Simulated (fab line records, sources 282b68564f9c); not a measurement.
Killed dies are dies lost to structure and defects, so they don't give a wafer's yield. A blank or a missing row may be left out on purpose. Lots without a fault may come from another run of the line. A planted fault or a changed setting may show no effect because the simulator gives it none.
Split-lot experiment | flow rit_cmos | 5 lots, 23 wafers read, on a route of 202 steps

THE SPLIT
At RIT_NRETRO_IMPLANT_08, the setting dose_cm2 was moved away from the recipe's 1e+13 on 5 of the 23 wafers read, by -3.9% to +6.9%. The other wafers ran this setting at the recipe's value.

FROM THE SPLIT TO THE READING: what the file shows between them, 1 step
- RIT_NRETRO_STRIP_09: strips in O2, time 180 s

THE READING
NRETRO_TW, at RIT_NRETRO_TW_MEAS_10. Fault-free wafers of this fab line usually give 1047, standard deviation 10.

wafer  | tool, chamber at the split | dose_cm2 as run | against the recipe | NRETRO_TW | against lot-mates on the recipe
L077.2 | implanter-02, 0            | 1e+13           | recipe             | 1044      | -
L077.3 | implanter-02, 0            | 1e+13           | recipe             | 1046      | -
L077.5 | implanter-02, 0            | 1e+13           | recipe             | 1043      | -
L078.1 | implanter-02, 0            | 1e+13           | recipe             | 1054      | -
L078.3 | implanter-02, 0            | 1e+13           | recipe             | 1054      | -
L078.4 | implanter-02, 0            | 1e+13           | recipe             | 1055      | -
L078.5 | implanter-02, 0            | 1e+13           | recipe             | 1057      | -
L078.6 | implanter-02, 0            | 1e+13           | recipe             | 1054      | -
L082.1 | implanter-04, 0            | 1e+13           | recipe             | 1033      | -
L082.2 | implanter-04, 0            | 1e+13           | recipe             | 1031      | -
L082.3 | implanter-04, 0            | 1e+13           | recipe             | 1033      | -
L082.4 | implanter-04, 0            | 1e+13           | recipe             | 1030      | -
L082.6 | implanter-04, 0            | 1e+13           | recipe             | 1034      | -
L083.2 | implanter-04, 0            | 1e+13           | recipe             | 1058      | -
L083.3 | implanter-04, 0            | 1.069e+13       | +6.9%              | 1083      | +26
L083.4 | implanter-04, 0            | 1e+13           | recipe             | 1054      | -
L083.5 | implanter-04, 0            | 1.069e+13       | +6.9%              | 1084      | +27
L083.6 | implanter-04, 0            | 1e+13           | recipe             | 1059      | -
L085.1 | implanter-02, 0            | 1e+13           | recipe             | 1048      | -
L085.2 | implanter-02, 0            | 9.613e+12       | -3.9%              | 1037      | -8
L085.4 | implanter-02, 0            | 9.613e+12       | -3.9%              | 1036      | -10
L085.5 | implanter-02, 0            | 1e+13           | recipe             | 1043      | -
L085.6 | implanter-02, 0            | 9.613e+12       | -3.9%              | 1035      | -10

THE FIT
A straight line over all 23 wafers: NRETRO_TW changes by +4.5 for each +1% of dose_cm2; r = +0.77; the points scatter about the line by 9.6.
The same after taking each lot's own level away (the mean of its wafers on the recipe; 23 wafers): +3.38 for each +1%; r = +0.97; scatter 2.2.
On that fit, the largest move of dose_cm2 shifts the reading by 23.
The lots' own levels span 1032.2 to 1057.0, that is 2.5 times the standard deviation above.
So the lot-to-lot level blurs the effect unless lot-mates are compared.
Check: with one of the wafers moved furthest among these (+6.9%) left out of the fit, the line predicts +23 for it against its lot-mates. It came out at +26 against them.

OTHER SPLITS ON THESE WAFERS
These wafers also went through other splits before the reading. Each is held against what the fit with the lots' levels taken away leaves over:
other split on the same wafers   | wafers away from the commonest value | r with NRETRO_TW (lot level and that fit taken away)
RIT_ACTIVE_SOFTBAKE_07 time_s    | 5                                    | +0.09
RIT_NWELL_COAT_01 spin_rpm       | 5                                    | +0.25
RIT_NWELL_IMPLANT_08 dose_cm2    | 9                                    | -0.24
RIT_PWELL_IMPLANT_08 energy_kev  | 9                                    | +0.02
RIT_NRETRO_COAT_01 resist_thk_nm | 9                                    | +0.07

THE FILE'S OWN FIT
NRETRO_TW changes by +3.53 for each +1% of dose_cm2, r = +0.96.
